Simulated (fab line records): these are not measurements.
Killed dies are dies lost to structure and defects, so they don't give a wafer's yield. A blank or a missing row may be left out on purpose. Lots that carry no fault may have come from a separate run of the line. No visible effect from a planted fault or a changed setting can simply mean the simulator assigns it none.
Which of the tools did it? | flow ritCmos | 7 lots, 21 wafers sampled, at 2 steps of a route of 202

== WHAT EACH GAUGE READ, for each wafer ==
RIT_NSD_OVL_MEAS_06.
lot  | measured    | on         | NSD_OVL (nm)
L452 | day 3 05:22 | overlay-01 | 3.0 1.8 3.8
L454 | day 3 14:34 | overlay-01 | -0.5 -1.8 -1.8
L456 | day 4 00:34 | overlay-01 | 1.4 1.0 2.7
L458 | day 4 11:13 | overlay-01 | 3.0 4.4 3.4
L461 | day 5 01:01 | overlay-02 | 420.4 420.7 422.5 420.0 420.4 421.8
L464 | day 5 16:44 | overlay-01 | 1.0 0.2 -0.2
L467 | day 6 06:40 | overlay-02 | -1.4 -1.6 -0.8

== WHAT TOOL EACH LOT RAN ON (gives the tool, then ch and the chambers of the sampled wafers, and finally the start) ==
lot  | RIT_NSD_EXPOSE_03
L452 | ilineStepper-01 ch 0, day 3 04:59
L454 | ilineStepper-01 ch 0, day 3 14:11
L456 | ilineStepper-02 ch 0, day 4 00:10
L458 | ilineStepper-02 ch 0, day 4 10:52
L461 | ilineStepper-01 ch 0, day 5 00:37
L464 | ilineStepper-02 ch 0, day 5 16:20
L467 | ilineStepper-02 ch 0, day 6 06:17
- RIT_NSD_EXPOSE_03: exposes mask M9, target cd 40700 nm.

== THE ANSWER, worked out from the rows above alone ==
Rule: the usual values come from the lots themselves. Put in order of their means at a reading, lots are off if they are a third of the lots or fewer, leave a main group of 4 or more, and stand apart from it by a gap of 3 or more times the standard deviation of the main group's means; of several such gaps the widest counts. The tables above print the reading to a certain number of digits; a main group whose means all agree to those digits is not used. Also off: a lot with no number at a reading for which 4 or more lots have one. Where the step has rows for the other lots, those lots are counted as sound.
Off: L461, at RIT_NSD_OVL_MEAS_06 (NSD_OVL). The main group has a mean of 1.0 nm with a standard deviation of 1.9.
If a tool, at a process step before that reading, ran all the lots that are off and no sound lot after the first of them, it fits. Gauges at RIT_NSD_OVL_MEAS_06: tried the same way as those tools. One fits: ilineStepper-01 at RIT_NSD_EXPOSE_03. Its last sound lot is L454 (day 3 14:11), its first lot that is off L461 (day 5 00:37): a fault that began between those two fits.

== WHAT THE SIMULATOR HAD INSERTED ==
Scanner matching overlay: ilineStepper-01, from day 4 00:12 on, at RIT_NSD_EXPOSE_03. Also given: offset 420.
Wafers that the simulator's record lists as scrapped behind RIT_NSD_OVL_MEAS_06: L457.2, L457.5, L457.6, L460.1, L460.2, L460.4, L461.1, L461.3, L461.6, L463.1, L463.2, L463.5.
Shown lots that were struck: L461. The rule above reached the same finding.
